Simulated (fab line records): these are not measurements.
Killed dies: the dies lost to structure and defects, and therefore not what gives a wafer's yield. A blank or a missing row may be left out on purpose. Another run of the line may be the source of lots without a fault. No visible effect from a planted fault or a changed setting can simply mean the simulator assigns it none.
fab line records -- flow berkeleyCmos170
record lots=14, wafers=42, lastDay=12
route steps=331 shown PSD@185 M1@239 M2@272 M3@325
lots that met no fault: taken from a fault-free run of the same line
startH: the number of hours between the record's first day and the start of the first shown wafer of the lot -- waitH: hours since the lot's step before -- " as in the row above -- L1.1+2: one row covering several wafers at once -- - no value, or no start given -- * or withheld: withheld -- < > ~ a bound
route shown NAME@n: a module of which the file shows steps, and the number in the route of the first -- usual: mean/standard deviation taken from wafers without a fault -- same: alike in all rows -- chamber/n: place in a boat -- sites: readings site by site -- _std_site: the standard deviation of these -- _edge_site: the outer-site mean with the inner-site mean subtracted -- radiusMm: how far each site lies from the wafer's centre -- mask NAME#n: copy n -- behind: the last tool/chamber to shape the wafer -- hold: why the lot went on hold/how many hours it stayed there/how the hold came to an end -- device: the transistor (n, p or np) that didn't switch -- end of line: tests run on the same wafers once the route is complete -- where a step has no rows: the recipe by itself -- killed: dies lost to structure and defects at the first sort, not the wafer's yield -- map: a wafer's dies, x killed, . not, _ none there
set.NAME: the setting the step ran with; set.NAME@STEP: the setting that earlier step ran with -- model.NAME: the simulator's own value behind a step, which no gauge read
a sample of lots followed through the steps of the route, with each step as a table and each wafer as a row
services: when a tool's chamber went out of use (startH, in hours from the record's first day, below 0 if earlier), for how many hours, and the reason
## steps
# step UCB170_PSD_TW_MEAS_10
# usual PSD_TW=2332/12
lot.wafer,tool,chamber,startH,waitH,PSD_TW
L300.2,filmMetro-04,-,123.58,0.1,2323
L300.3,filmMetro-04,-,123.58,0.1,2339
L300.6,filmMetro-04,-,123.58,0.1,2327
L302.1,filmMetro-02,-,134.31,0.1,2350
L302.3,filmMetro-02,-,134.31,0.1,2355
L302.6,filmMetro-02,-,134.31,0.1,2333
L303.1,filmMetro-02,-,144.99,0.1,2343
L303.2,filmMetro-02,-,144.99,0.1,2344
L303.6,filmMetro-02,-,144.99,0.1,2330
L304.3,filmMetro-02,-,149.53,0.1,2342
L304.4,filmMetro-02,-,149.53,0.1,2346
L304.6,filmMetro-02,-,149.53,0.1,2359
L309.1,filmMetro-02,-,176.43,0.1,2368
L309.2,filmMetro-02,-,176.43,0.1,2347
L309.6,filmMetro-02,-,176.43,0.1,2353
L310.2,filmMetro-04,-,195.49,0.1,2326
L310.4,filmMetro-04,-,195.49,0.1,2323
L310.5,filmMetro-04,-,195.49,0.1,2325
L313.1,filmMetro-03,-,200.70,0.1,2317
L313.4,filmMetro-03,-,200.70,0.1,2320
L313.5,filmMetro-03,-,200.70,0.1,2298
L312.3,filmMetro-04,-,200.80,0.1,2308
L312.5,filmMetro-04,-,200.80,0.1,2315
L312.6,filmMetro-04,-,200.80,0.1,2309
L316.2,filmMetro-02,-,210.06,0.1,2339
L316.3,filmMetro-02,-,210.06,0.1,2324
L316.5,filmMetro-02,-,210.06,0.1,2326
L317.1,filmMetro-03,-,235.07,0.1,2326
L317.5,filmMetro-03,-,235.07,0.1,2324
L317.6,filmMetro-03,-,235.07,0.1,2324
L320.2,filmMetro-02,-,235.48,0.1,2326
L320.4,filmMetro-02,-,235.48,0.1,2344
L320.6,filmMetro-02,-,235.48,0.1,2334
L321.1,filmMetro-04,-,235.75,0.1,2325
L321.4,filmMetro-04,-,235.75,0.1,2340
L321.6,filmMetro-04,-,235.75,0.1,2345
L322.1,filmMetro-02,-,249.68,0.1,2347
L322.4,filmMetro-02,-,249.68,0.1,2336
L322.5,filmMetro-02,-,249.68,0.1,2353
L323.2,filmMetro-04,-,250.24,0.1,2331
L323.5,filmMetro-04,-,250.24,0.1,2332
L323.6,filmMetro-04,-,250.24,0.1,2334
# step UCB170_M1_RS_MEAS_01
# recipe thkMeasGauge=four-point-probe, reads=Al_of_M1_SPUTTER_00
# usual M1_AL_RS=0.0485/0.00042
lot.wafer,tool,chamber,startH,waitH,M1_AL_RS[ohm/sq]
L300.2,filmMetro-04,-,134.65,0.1,0.0485
L300.3,filmMetro-04,-,134.65,0.1,0.0490
L300.6,filmMetro-04,-,134.65,0.1,0.0491
L302.1,filmMetro-02,-,147.51,0.0,0.0479
L302.3,filmMetro-02,-,147.51,0.0,0.0480
L302.6,filmMetro-02,-,147.51,0.0,0.0477
L303.1,filmMetro-04,-,159.24,0.0,0.0477
L303.2,filmMetro-04,-,159.24,0.0,0.0479
L303.6,filmMetro-04,-,159.24,0.0,0.0483
L304.3,filmMetro-04,-,160.92,0.1,0.0489
L304.4,filmMetro-04,-,160.92,0.1,0.0488
L304.6,filmMetro-04,-,160.92,0.1,0.0491
L309.1,filmMetro-03,-,184.67,0.0,0.0483
L309.2,filmMetro-03,-,184.67,0.0,0.0479
L309.6,filmMetro-03,-,184.67,0.0,0.0479
L310.2,filmMetro-04,-,204.07,0.1,0.0489
L310.4,filmMetro-04,-,204.07,0.1,0.0491
L310.5,filmMetro-04,-,204.07,0.1,0.0486
L312.3,filmMetro-04,-,210.49,0.1,0.0489
L312.5,filmMetro-04,-,210.49,0.1,0.0488
L312.6,filmMetro-04,-,210.49,0.1,0.0489
L313.1,filmMetro-02,-,210.73,0.0,0.0486
L313.4,filmMetro-02,-,210.73,0.0,0.0484
L313.5,filmMetro-02,-,210.73,0.0,0.0479
L316.2,filmMetro-02,-,220.52,0.1,0.0482
L316.3,filmMetro-02,-,220.52,0.1,0.0481
L316.5,filmMetro-02,-,220.52,0.1,0.0485
L317.1,filmMetro-02,-,244.98,0.0,0.0486
L317.5,filmMetro-02,-,244.98,0.0,0.0486
L317.6,filmMetro-02,-,244.98,0.0,0.0490
L320.2,filmMetro-02,-,247.08,0.1,0.0487
L320.4,filmMetro-02,-,247.08,0.1,0.0488
L320.6,filmMetro-02,-,247.08,0.1,0.0491
L321.1,filmMetro-02,-,247.66,0.0,0.0485
L321.4,filmMetro-02,-,247.66,0.0,0.0485
L321.6,filmMetro-02,-,247.66,0.0,0.0491
L322.1,filmMetro-03,-,262.10,0.0,0.0486
L322.4,filmMetro-03,-,262.10,0.0,0.0489
L322.5,filmMetro-03,-,262.10,0.0,0.0488
L323.2,filmMetro-04,-,263.24,0.1,0.0486
L323.5,filmMetro-04,-,263.24,0.1,0.0489
L323.6,filmMetro-04,-,263.24,0.1,0.0482
# step UCB170_M2_SPUTTER_01
# recipe material=Al, targetThkNm=900, timeS=120, powerW=6000, chamberPressurePa=0.5
# usual cathodeDcPowerW=5999.9/1.2, throttleValvePct=30.0/0.72
lot.wafer,tool,chamber,startH,waitH,cathodeDcPowerW,throttleValvePct
L300.2,pvdSputter-01,-,142.92,0.0,5999.5,29.7
L300.3,pvdSputter-01,-,142.92,0.0,5998.7,29.6
L300.6,pvdSputter-01,-,142.92,0.0,6000.0,29.9
L302.1,pvdSputter-01,-,156.44,0.0,5999.5,29.9
L302.3,pvdSputter-01,-,156.44,0.0,5999.8,30.1
L302.6,pvdSputter-01,-,156.44,0.0,6000.7,29.9
L303.1,pvdSputter-02,-,168.43,0.0,6001.3,29.8
L303.2,pvdSputter-02,-,168.43,0.0,5998.7,29.0
L303.6,pvdSputter-02,-,168.43,0.0,6000.7,29.8
L304.3,pvdSputter-03,-,168.67,0.0,5999.8,29.9
L304.4,pvdSputter-03,-,168.67,0.0,5998.6,31.2
L304.6,pvdSputter-03,-,168.67,0.0,5999.8,30.0
L309.1,pvdSputter-03,-,194.91,0.0,5997.1,30.3
L309.2,pvdSputter-03,-,194.91,0.0,6000.6,30.3
L309.6,pvdSputter-03,-,194.91,0.0,6000.0,29.8
L310.2,pvdSputter-03,-,213.52,0.0,6000.4,31.1
L310.4,pvdSputter-03,-,213.52,0.0,6000.8,30.2
L310.5,pvdSputter-03,-,213.52,0.0,5998.9,31.3
L312.3,pvdSputter-01,-,217.41,0.0,6000.9,29.6
L312.5,pvdSputter-01,-,217.41,0.0,6000.5,30.0
L312.6,pvdSputter-01,-,217.41,0.0,6000.5,29.6
L313.1,pvdSputter-03,-,217.68,0.0,5999.3,30.4
L313.4,pvdSputter-03,-,217.68,0.0,5998.9,31.3
L313.5,pvdSputter-03,-,217.68,0.0,6001.7,30.1
L316.2,pvdSputter-01,-,229.17,0.0,6000.9,29.4
L316.3,pvdSputter-01,-,229.17,0.0,6000.2,30.8
L316.5,pvdSputter-01,-,229.17,0.0,5999.4,29.6
L317.1,pvdSputter-03,-,254.99,0.0,5999.4,31.6
L317.5,pvdSputter-03,-,254.99,0.0,5998.6,30.1
L317.6,pvdSputter-03,-,254.99,0.0,5998.4,30.2
L320.2,pvdSputter-02,-,257.33,0.0,5999.1,29.0
L320.4,pvdSputter-02,-,257.33,0.0,5998.3,29.2
L320.6,pvdSputter-02,-,257.33,0.0,6000.8,29.9
L321.1,pvdSputter-03,-,257.53,0.0,6002.7,30.2
L321.4,pvdSputter-03,-,257.53,0.0,5999.7,31.2
L321.6,pvdSputter-03,-,257.53,0.0,5999.2,31.6
L323.2,pvdSputter-02,-,273.32,0.0,6001.3,28.5
L323.5,pvdSputter-02,-,273.32,0.0,6000.3,29.2
L323.6,pvdSputter-02,-,273.32,0.0,6002.2,29.0
L322.1,pvdSputter-03,-,273.43,0.0,6000.2,31.6
L322.4,pvdSputter-03,-,273.43,0.0,5998.8,29.9
L322.5,pvdSputter-03,-,273.43,0.0,5999.7,30.0
# step UCB170_M2_RS_MEAS_02
# recipe thkMeasGauge=four-point-probe, reads=Al_of_M2_SPUTTER_01
# usual M2_AL_RS=0.03212/0.00029
lot.wafer,tool,chamber,startH,waitH,M2_AL_RS[ohm/sq]
L300.2,filmMetro-02,-,143.02,0.1,0.03214
L300.3,filmMetro-02,-,143.02,0.1,0.03208
L300.6,filmMetro-02,-,143.02,0.1,0.03197
L302.1,filmMetro-04,-,156.52,0.0,0.03188
L302.3,filmMetro-04,-,156.52,0.0,0.03187
L302.6,filmMetro-04,-,156.52,0.0,0.03211
L303.1,filmMetro-02,-,168.51,0.0,0.03205
L303.2,filmMetro-02,-,168.51,0.0,0.0324
L303.6,filmMetro-02,-,168.51,0.0,0.0322
L304.3,filmMetro-04,-,168.79,0.1,0.03219
L304.4,filmMetro-04,-,168.79,0.1,0.03187
L304.6,filmMetro-04,-,168.79,0.1,0.03204
L309.1,filmMetro-01,-,194.99,0.0,0.03195
L309.2,filmMetro-01,-,194.99,0.0,0.03223
L309.6,filmMetro-01,-,194.99,0.0,0.03195
L310.2,filmMetro-01,-,213.63,0.1,0.03219
L310.4,filmMetro-01,-,213.63,0.1,0.0321
L310.5,filmMetro-01,-,213.63,0.1,0.03199
L312.3,filmMetro-02,-,217.53,0.1,0.02902
L312.5,filmMetro-02,-,217.53,0.1,0.0324
L312.6,filmMetro-02,-,217.53,0.1,0.02895
L313.1,filmMetro-01,-,217.76,0.0,0.03162
L313.4,filmMetro-01,-,217.76,0.0,0.03164
L313.5,filmMetro-01,-,217.76,0.0,0.0319
L316.2,filmMetro-01,-,229.27,0.1,0.02869
L316.3,filmMetro-01,-,229.27,0.1,0.03181
L316.5,filmMetro-01,-,229.27,0.1,0.03195
L317.1,filmMetro-02,-,255.07,0.0,0.03168
L317.5,filmMetro-02,-,255.07,0.0,0.03192
L317.6,filmMetro-02,-,255.07,0.0,0.03178
L320.2,filmMetro-02,-,257.44,0.1,0.03194
L320.4,filmMetro-02,-,257.44,0.1,0.03198
L320.6,filmMetro-02,-,257.44,0.1,0.03209
L321.1,filmMetro-04,-,257.61,0.0,0.03199
L321.4,filmMetro-04,-,257.61,0.0,0.03194
L321.6,filmMetro-04,-,257.61,0.0,0.03204
L323.2,filmMetro-01,-,273.42,0.1,0.0327
L323.5,filmMetro-01,-,273.42,0.1,0.03249
L323.6,filmMetro-01,-,273.42,0.1,0.03242
L322.1,filmMetro-04,-,273.52,0.0,0.03169
L322.4,filmMetro-04,-,273.52,0.0,0.03194
L322.5,filmMetro-04,-,273.52,0.0,0.03194
# step UCB170_M2_THK_MEAS_03
# recipe thkMeasGauge=xrf, reads=Al_of_M2_SPUTTER_01
# usual M2_AL_THK=894/9.4
lot.wafer,tool,chamber,startH,waitH,M2_AL_THK[nm]
L300.2,filmMetro-02,-,143.13,0.1,884
L300.3,filmMetro-02,-,143.13,0.1,884
L300.6,filmMetro-02,-,143.13,0.1,891
L302.1,filmMetro-04,-,156.64,0.1,903
L302.3,filmMetro-04,-,156.64,0.1,905
L302.6,filmMetro-04,-,156.64,0.1,905
L303.1,filmMetro-02,-,168.63,0.1,889
L303.2,filmMetro-02,-,168.63,0.1,874
L303.6,filmMetro-02,-,168.63,0.1,879
L304.3,filmMetro-04,-,168.89,0.1,887
L304.4,filmMetro-04,-,168.89,0.1,901
L304.6,filmMetro-04,-,168.89,0.1,898
L309.1,filmMetro-01,-,195.11,0.1,908
L309.2,filmMetro-01,-,195.11,0.1,900
L309.6,filmMetro-01,-,195.11,0.1,901
L310.2,filmMetro-01,-,213.74,0.1,898
L310.4,filmMetro-01,-,213.74,0.1,901
L310.5,filmMetro-01,-,213.74,0.1,903
L312.3,filmMetro-02,-,217.63,0.1,976
L312.5,filmMetro-02,-,217.63,0.1,884
L312.6,filmMetro-02,-,217.63,0.1,981
L313.1,filmMetro-01,-,217.88,0.1,917
L313.4,filmMetro-01,-,217.88,0.1,907
L313.5,filmMetro-01,-,217.88,0.1,905
L316.2,filmMetro-01,-,229.38,0.1,999
L316.3,filmMetro-01,-,229.38,0.1,902
L316.5,filmMetro-01,-,229.38,0.1,900
L317.1,filmMetro-02,-,255.19,0.1,898
L317.5,filmMetro-02,-,255.19,0.1,895
L317.6,filmMetro-02,-,255.19,0.1,893
L320.2,filmMetro-02,-,257.55,0.1,891
L320.4,filmMetro-02,-,257.55,0.1,887
L320.6,filmMetro-02,-,257.55,0.1,888
L321.1,filmMetro-04,-,257.73,0.1,897
L321.4,filmMetro-04,-,257.73,0.1,894
L321.6,filmMetro-04,-,257.73,0.1,895
L323.2,filmMetro-01,-,273.53,0.1,886
L323.5,filmMetro-01,-,273.53,0.1,892
L323.6,filmMetro-01,-,273.53,0.1,898
L322.1,filmMetro-04,-,273.64,0.1,900
L322.4,filmMetro-04,-,273.64,0.1,894
L322.5,filmMetro-04,-,273.64,0.1,891
# step UCB170_M3_OVL_MEAS_16
# usual M3_OVL=1/5.7
lot.wafer,tool,chamber,startH,waitH,M3_OVL[nm]
L300.2,overlay-02,-,152.27,0.1,-4
L300.3,overlay-02,-,152.27,0.1,-1
L300.6,overlay-02,-,152.27,0.1,-6
L302.1,overlay-02,-,163.96,0.1,0
L302.3,overlay-02,-,163.96,0.1,-3
L302.6,overlay-02,-,163.96,0.1,9
L303.1,overlay-02,-,175.78,0.1,7
L303.2,overlay-02,-,175.78,0.1,7
L303.6,overlay-02,-,175.78,0.1,0
L304.3,overlay-02,-,176.34,0.1,-1
L304.4,overlay-02,-,176.34,0.1,-3
L304.6,overlay-02,-,176.34,0.1,-4
L309.1,overlay-02,-,201.93,0.1,3
L309.2,overlay-02,-,201.93,0.1,-6
L309.6,overlay-02,-,201.93,0.1,5
L310.2,overlay-01,-,221.23,0.1,-4
L310.4,overlay-01,-,221.23,0.1,-2
L310.5,overlay-01,-,221.23,0.1,-6
L312.3,overlay-02,-,227.22,0.1,-1
L312.5,overlay-02,-,227.22,0.1,10
L312.6,overlay-02,-,227.22,0.1,7
L313.1,overlay-01,-,227.90,0.1,12
L313.4,overlay-01,-,227.90,0.1,7
L313.5,overlay-01,-,227.90,0.1,12
L316.2,overlay-01,-,236.63,0.1,-1
L316.3,overlay-01,-,236.63,0.1,0
L316.5,overlay-01,-,236.63,0.1,-1
L317.1,overlay-02,-,263.89,0.1,-3
L317.5,overlay-02,-,263.89,0.1,-3
L317.6,overlay-02,-,263.89,0.1,6
L320.2,overlay-02,-,267.05,0.1,4
L320.4,overlay-02,-,267.05,0.1,4
L320.6,overlay-02,-,267.05,0.1,9
L321.1,overlay-01,-,267.13,0.1,12
L321.4,overlay-01,-,267.13,0.1,5
L321.6,overlay-01,-,267.13,0.1,-4
L323.2,overlay-01,-,282.03,0.1,-9
L323.5,overlay-01,-,282.03,0.1,-1
L323.6,overlay-01,-,282.03,0.1,-1
L322.1,overlay-01,-,282.53,0.1,2
L322.4,overlay-01,-,282.53,0.1,3
L322.5,overlay-01,-,282.53,0.1,8
## services
tool,chamber,startH,hours,kind
pvdSputter-02,-,133.76,1.7,repair
pvdSputter-02,-,175.03,2.7,repair
pvdSputter-01,-,186.78,1.0,repair
## key
firstSign step=UCB170_M2_RS_MEAS_02, reading=M2_AL_RS, direction=down, sigmas=11, usual=0.03212, struck=0.02889
effect step=UCB170_M2_THK_MEAS_03, reading=M2_AL_THK, direction=up, sigmas=9.7, usual=894, struck=985
metAt UCB170_M2_SPUTTER_01
struckLots L312,L316
struckWafers L312.3,L312.6,L316.2
notActingAt UCB170_PSD_TW_MEAS_10,UCB170_M1_RS_MEAS_01,UCB170_M3_OVL_MEAS_16
onsetBetween 156.44 217.41
fault kind=processParameterDrift, tool=pvdSputter-01, chamber=-, onsetH=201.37, steps=UCB170_M2_SPUTTER_01, channel=timeS, offset=*, shape=step, endH=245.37, actsIn=*, stated=*, scope=struckWafersOnly
